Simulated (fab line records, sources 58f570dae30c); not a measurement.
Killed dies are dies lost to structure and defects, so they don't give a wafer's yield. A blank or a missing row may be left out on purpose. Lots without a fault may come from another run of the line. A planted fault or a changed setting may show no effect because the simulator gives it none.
fab line records | flow berkeley_cmos170
record lots=15 wafers=45 last_day=13
route steps=331 shown NVT@110 PVT@123 GATE@125 FIELD@126
lots that met no fault: from a run of the same line without faults
start_h: hours from the record's first day to the start of the lot's first wafer shown | wait_h: hours since the lot's step before | " the same as in the row above | L1.1+2: a row that stands for several wafers | - no value, or no start given | * or withheld: withheld | < > ~ a bound
route shown NAME@n: a module of which the file shows steps, and the number in the route of the first | usual: mean/standard deviation of fault-free wafers | same: alike in all rows | chamber/n: place in a boat | sites: the reading at each site | _std_site: their standard deviation | _edge_site: outer sites' mean less inner sites' | radius_mm: how far each site lies from the wafer's centre | mask NAME#n: copy n | behind: the tool/chamber that last shaped the wafer | hold: why the lot was held/for how many hours/how that ended | device: the transistor (n, p or np) that didn't switch | end of line: the same wafers' tests at the end of the route | a step without rows: its recipe alone | killed: dies lost to structure and defects at the first sort, not the wafer's yield | map: a wafer's dies, x killed, . not, _ none there
set.NAME: the setting as run; set.NAME@STEP: as run at that earlier step | model.NAME: the simulator's own value behind a step, which no gauge read
steps of the route over a sample of lots; a table a step, a row a wafer
services: from which hour (start_h, from the record's first day; less than 0 if before it) a tool's chamber was out of use, for how many hours, and why
## steps
# step UCB170_NVT_OVL_MEAS_06
# usual NVT_OVL=0/5
# columns lot.wafer tool chamber start_h wait_h NVT_OVL[nm]
L531.1 overlay-01 - 106.87 - -2
L531.2 " - " " -4
L531.3 " - " " -7
L532.1 overlay-01 - 116.29 - 3
L532.3 " - " " 7
L532.5 " - " " 5
L534.3 overlay-02 - 128.97 - -7
L534.4 " - " " -3
L534.6 " - " " 0
L535.1 overlay-01 - 129.02 - 0
L535.2 " - " " 1
L535.6 " - " " -3
L533.1 overlay-02 - 129.23 - 8
L533.2 " - " " -2
L533.5 " - " " 3
L542.2 overlay-01 - 165.14 - 3
L542.4 " - " " 3
L542.6 " - " " 3
L544.1 overlay-01 - 176.09 - 1
L544.2 " - " " -2
L544.4 " - " " -1
L545.1 overlay-02 - 176.19 - 0
L545.2 " - " " 1
L545.5 " - " " 1
L543.2 overlay-01 - 176.47 - -7
L543.4 " - " " -9
L543.6 " - " " 1
L548.3 overlay-01 - 198.68 - 0
L548.5 " - " " -7
L548.6 " - " " -11
L547.2 overlay-01 - 198.95 - -4
L547.3 " - " " -14
L547.5 " - " " 2
L549.2 overlay-01 - 205.39 - -2
L549.4 " - " " 3
L549.6 " - " " -6
L551.1 overlay-01 - 218.44 - 2
L551.5 " - " " -2
L551.6 " - " " -4
L552.1 overlay-01 - 228.18 - -9
L552.2 " - " " -6
L552.5 " - " " -9
L553.3 overlay-02 - 235.37 - -2
L553.4 " - " " -4
L553.5 " - " " 2
# step UCB170_NVT_STRIP_08
# recipe chemistry=O2 power_w=400 pressure_mtorr=3500 platen_temp_c=withheld o2_flow_sccm=400 overash_fraction=0.5
# usual drypump_motor_current_A=5.7/0.52 oes_product_au=0.734/0.0046 strip_time_to_endpoint_s=21.67/0.056
# columns lot.wafer tool chamber start_h wait_h drypump_motor_current_A oes_product_au rf_hours_counter_h strip_time_to_endpoint_s
L531.1 plasma_asher-01 0 107.06 0.1 6.1 0.737 36 21.60
L531.2 " 1 " " 6.3 0.728 36 21.59
L531.3 " 1 " " 6.3 0.735 - 21.60
L532.1 plasma_asher-01 1 116.47 0.1 6.3 0.734 37 21.74
L532.3 " 1 " " 6.3 0.731 - 21.80
L532.5 " 0 " " 6.1 0.732 - 21.80
L534.3 plasma_asher-02 0 129.18 0.1 5.0 0.732 - 21.75
L534.4 " 1 " " 5.7 0.730 - 21.65
L534.6 " 0 " " 5.0 0.736 - 21.71
L535.1 plasma_asher-03 0 129.20 0.1 5.2 0.736 1 21.69
L535.2 " 1 " " 5.3 0.735 1 21.68
L535.6 " 1 " " 5.2 0.734 - 21.68
L533.1 plasma_asher-01 0 129.42 0.1 6.1 0.740 39 21.61
L533.2 " 1 " " 6.4 0.730 39 21.68
L533.5 " 1 " " 6.3 0.728 - 21.72
L542.2 plasma_asher-01 0 165.32 0.1 6.1 0.725 42 21.70
L542.4 " 0 " " 6.1 0.741 - 21.69
L542.6 " 0 " " 6.1 0.734 - 21.73
L544.1 plasma_asher-02 0 176.27 0.1 4.9 0.732 45 21.76
L544.2 " 1 " " 5.7 0.732 45 21.74
L544.4 " 1 " " 5.7 0.738 - 21.72
L545.1 plasma_asher-01 0 176.37 0.1 6.1 0.744 43 21.56
L545.2 " 1 " " 6.3 0.731 43 21.66
L545.5 " 1 " " 6.3 0.735 - 21.54
L543.2 plasma_asher-03 0 176.65 0.1 5.2 0.744 5 21.62
L543.4 " 1 " " 5.3 0.741 - 21.58
L543.6 " 0 " " 5.2 0.734 - 21.57
L548.3 plasma_asher-02 0 198.88 0.1 4.9 0.732 - 21.60
L548.5 " 1 " " 5.7 0.734 - 21.62
L548.6 " 0 " " 4.9 0.734 - 21.65
L547.2 plasma_asher-03 1 199.13 0.1 5.2 0.741 8 21.61
L547.3 " 0 " " 5.2 0.736 - 21.63
L547.5 " 0 " " 5.2 0.736 - 21.64
L549.2 plasma_asher-01 1 205.57 0.1 6.3 0.736 47 21.68
L549.4 " 1 " " 6.3 0.737 - 21.65
L549.6 " 1 " " 6.3 0.729 - 21.69
L551.1 plasma_asher-03 0 218.63 0.1 5.2 0.733 10 21.64
L551.5 " 1 " " 5.3 0.731 - 21.71
L551.6 " 0 " " 5.2 0.732 - 21.68
L552.1 plasma_asher-01 0 228.37 0.1 6.1 0.730 49 21.69
L552.2 " 1 " " 6.3 0.732 49 21.68
L552.5 " 0 " " 6.1 0.737 - 21.69
L553.3 plasma_asher-03 1 235.57 0.1 5.3 0.738 - 21.69
L553.4 " 0 " " 5.2 0.729 - 21.65
L553.5 " 1 " " 5.3 0.727 - 21.68
# step UCB170_PVT_STRIP_08
# recipe chemistry=O2 power_w=400 pressure_mtorr=3500 platen_temp_c=withheld o2_flow_sccm=400 overash_fraction=0.5
# usual drypump_motor_current_A=5.9/0.41 oes_product_au=0.735/0.004 strip_time_to_endpoint_s=21.65/0.051
# columns lot.wafer tool chamber start_h wait_h drypump_motor_current_A oes_product_au rf_hours_counter_h strip_time_to_endpoint_s
L531.1 plasma_asher-01 1 108.85 0.1 6.4 0.736 36 21.62
L531.2 " 0 " " 6.1 0.732 36 21.72
L531.3 " 0 " " 6.1 0.731 - 21.64
L532.1 plasma_asher-01 0 117.98 0.1 6.1 0.732 37 21.67
L532.3 " 0 " " 6.1 0.738 - 21.68
L532.5 " 0 " " 6.1 0.741 - 21.68
L534.3 plasma_asher-01 1 130.70 0.1 6.3 0.733 - 21.68
L534.4 " 0 " " 6.1 0.739 - 21.66
L534.6 " 1 " " 6.4 0.738 - 21.66
L535.1 plasma_asher-02 1 130.90 0.1 5.7 0.734 41 21.66
L535.2 " 0 " " 4.9 0.728 41 21.64
L535.6 " 0 " " 4.9 0.734 - 21.63
L533.1 plasma_asher-01 1 131.14 0.1 6.3 0.735 39 21.61
L533.2 " 0 " " 6.1 0.735 39 21.58
L533.5 " 1 " " 6.3 0.734 - 21.60
L542.2 plasma_asher-02 1 166.83 0.1 5.7 0.734 44 21.66
L542.4 " 0 " " 4.9 0.726 - 21.67
L542.6 " 1 " " 5.7 0.737 - 21.70
L544.1 plasma_asher-04 1 178.59 0.1 5.6 0.738 46 21.62
L544.2 " 0 " " 6.2 0.735 46 21.63
L544.4 " 0 " " 6.2 0.733 - 21.57
L545.1 plasma_asher-02 1 178.82 0.1 5.7 0.738 46 21.61
L545.2 " 0 " " 4.9 0.745 46 21.68
L545.5 " 0 " " 4.9 0.731 - 21.59
L543.2 plasma_asher-04 0 179.19 0.1 6.2 0.730 46 21.65
L543.4 " 1 " " 5.6 0.732 - 21.68
L543.6 " 1 " " 5.7 0.744 - 21.61
L548.3 plasma_asher-01 0 200.44 0.1 6.1 0.738 - 21.69
L548.5 " 0 " " 6.1 0.743 - 21.68
L548.6 " 1 " " 6.3 0.730 - 21.77
L547.2 plasma_asher-04 1 200.68 0.1 5.6 0.735 48 21.68
L547.3 " 0 " " 6.1 0.734 - 21.60
L547.5 " 1 " " 5.6 0.729 - 21.55
L549.2 plasma_asher-02 0 208.60 0.1 5.0 0.736 49 21.61
L549.4 " 0 " " 4.9 0.738 - 21.68
L549.6 " 1 " " 5.6 0.738 - 21.67
L551.1 plasma_asher-02 0 220.13 0.1 4.9 0.739 50 21.74
L551.5 " 0 " " 4.9 0.738 - 21.67
L551.6 " 1 " " 5.7 0.730 - 21.70
L552.1 plasma_asher-04 0 229.87 0.1 6.2 0.732 51 21.72
L552.2 " 1 " " 5.6 0.728 51 21.67
L552.5 " 0 " " 6.2 0.730 - 21.65
L553.3 plasma_asher-01 1 238.03 0.1 6.4 0.728 - 21.66
L553.4 " 0 " " 6.0 0.737 - 21.66
L553.5 " 1 " " 6.3 0.737 - 21.65
# step UCB170_GATE_WET_ETCH_00
# recipe chemistry=dHF dilution=25:1 target=SiO2 temp_c=25 time_s=200
# usual bath_heat_duty_pct=6.0/0.97 run_length_s=228/3.9
# columns lot.wafer tool chamber start_h wait_h bath_heat_duty_pct run_length_s
L531.1 wet_bench-04 0 109.01 0.1 6.8 226
L531.2 " 0 " " 7.4 226
L531.3 " 0 " " 7.6 226
L532.1 wet_bench-04 2 118.16 0.1 - -
L532.3 " 2 " " - -
L532.5 " 2 " " - -
L534.3 wet_bench-03 2 130.82 0.0 - -
L534.4 " 2 " " - -
L534.6 " 2 " " - -
L535.1 wet_bench-03 0 131.06 0.1 - -
L535.2 " 0 " " - -
L535.6 " 0 " " - -
L533.1 wet_bench-03 1 131.40 0.1 6.6 224
L533.2 " 1 " " 6.0 224
L533.5 " 1 " " 6.3 224
L542.2 wet_bench-02 3 166.99 0.0 4.8 225
L542.4 " 3 " " 4.9 225
L542.6 " 3 " " 5.6 225
L544.1 wet_bench-04 0 178.75 0.1 8.1 226
L544.2 " 0 " " 7.1 226
L544.4 " 0 " " 7.8 226
L545.1 wet_bench-04 3 178.98 0.1 5.9 225
L545.2 " 3 " " 7.0 225
L545.5 " 3 " " 6.2 225
L543.2 wet_bench-04 2 179.35 0.0 5.4 225
L543.4 " 2 " " 5.5 225
L543.6 " 2 " " 5.5 225
L548.3 wet_bench-04 2 200.57 0.0 6.7 233
L548.5 " 2 " " 5.5 233
L548.6 " 2 " " 5.8 233
L547.2 wet_bench-02 0 200.84 0.0 5.8 225
L547.3 " 0 " " 6.5 225
L547.5 " 0 " " 6.6 225
L549.2 wet_bench-03 0 208.92 0.2 5.1 235
L549.4 " 0 " " 4.8 235
L549.6 " 0 " " 5.1 235
L551.1 wet_bench-02 1 220.29 0.1 5.4 227
L551.5 " 1 " " 5.6 227
L551.6 " 1 " " 5.3 227
L552.1 wet_bench-04 1 230.03 0.1 5.0 226
L552.2 " 1 " " 5.0 226
L552.5 " 1 " " 5.3 226
L553.3 wet_bench-04 0 238.15 0.0 7.2 228
L553.4 " 0 " " 7.6 228
L553.5 " 0 " " 7.7 228
# step UCB170_FIELD_THK_MEAS_91
# recipe reads=SiO2_of_FIELD_OXIDATION_01
# usual FIELD_OXIDE_LEFT_2_THK=349/9.8
# columns lot.wafer tool chamber start_h wait_h FIELD_OXIDE_LEFT_2_THK[nm]
L531.1 film_metro-04 - 109.07 0.0 356
L531.2 " - " " 348
L531.3 " - " " 354
L532.1 film_metro-02 - 118.23 0.0 395
L532.3 " - " " 389
L532.5 " - " " 384
L534.3 film_metro-02 - 130.91 0.0 376
L534.4 " - " " 392
L534.6 " - " " 387
L535.1 film_metro-04 - 131.13 0.0 398
L535.2 " - " " 409
L535.6 " - " " 401
L533.1 film_metro-04 - 131.46 0.0 365
L533.2 " - " " 354
L533.5 " - " " 365
L542.2 film_metro-04 - 167.06 0.0 345
L542.4 " - " " 349
L542.6 " - " " 341
L544.1 film_metro-02 - 178.82 0.0 336
L544.2 " - " " 335
L544.4 " - " " 336
L545.1 film_metro-01 - 179.04 0.0 335
L545.2 " - " " 340
L545.5 " - " " 335
L543.2 film_metro-04 - 179.43 0.0 358
L543.4 " - " " 353
L543.6 " - " " 340
L548.3 film_metro-04 - 200.65 0.0 348
L548.5 " - " " 356
L548.6 " - " " 363
L547.2 film_metro-04 - 200.91 0.0 335
L547.3 " - " " 351
L547.5 " - " " 339
L549.2 film_metro-02 - 209.07 0.0 360
L549.4 " - " " 361
L549.6 " - " " 368
L551.1 film_metro-04 - 220.35 0.0 339
L551.5 " - " " 333
L551.6 " - " " 338
L552.1 film_metro-01 - 230.10 0.0 362
L552.2 " - " " 371
L552.5 " - " " 357
L553.3 film_metro-02 - 238.24 0.0 338
L553.4 " - " " 347
L553.5 " - " " 338
## services
# columns tool chamber start_h hours kind
plasma_asher-03 - 108.75 9.0 pm
plasma_asher-03 0 108.75 9.0 vent_cycle
plasma_asher-03 1 108.75 9.0 vent_cycle
plasma_asher-03 0 117.75 - clean
plasma_asher-03 1 117.75 - clean
plasma_asher-03 - 144.91 1.1 repair
plasma_asher-03 - 164.81 1.9 repair
## key
first_sign step=UCB170_GATE_WET_ETCH_00 reading=tool_record direction=missing
effect step=UCB170_FIELD_THK_MEAS_91 reading=FIELD_OXIDE_LEFT_2_THK direction=up sigmas=4.4 usual=349 struck=392
met_at UCB170_GATE_WET_ETCH_00
struck_lots L532,L534,L535
later_rows_left_out L532.1,L532.3,L532.5,L534.3,L534.4,L534.6,L535.1,L535.2,L535.6
sort_left_out L532.1,L532.3,L532.5,L534.3,L534.4,L534.6,L535.1,L535.2,L535.6
tester_left_out L532,L534,L535
not_acting_at UCB170_NVT_OVL_MEAS_06,UCB170_NVT_STRIP_08,UCB170_PVT_STRIP_08
onset_between 109.01 118.16
fault kind=skipped_step_whole tool=wet_bench-03,wet_bench-04 chamber=- onset_h=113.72 steps=UCB170_GATE_WET_ETCH_00 scope=struck_lots_only
# tester_left_out: of these lots the tester's yield and bins aren't shown, on N5 and GAA mostly nor the transistor test; their killed dies are dies lost to structure and defects alone, not to doping, threshold or leakage, so they don't give the yield
# sort_left_out: the simulated sort isn't trusted on such a fault, so these wafers' sort isn't shown, and their yield isn't known
# later_rows_left_out: the simulator's readings of these wafers behind a module that went badly wrong aren't trusted and aren't shown, but for the sort
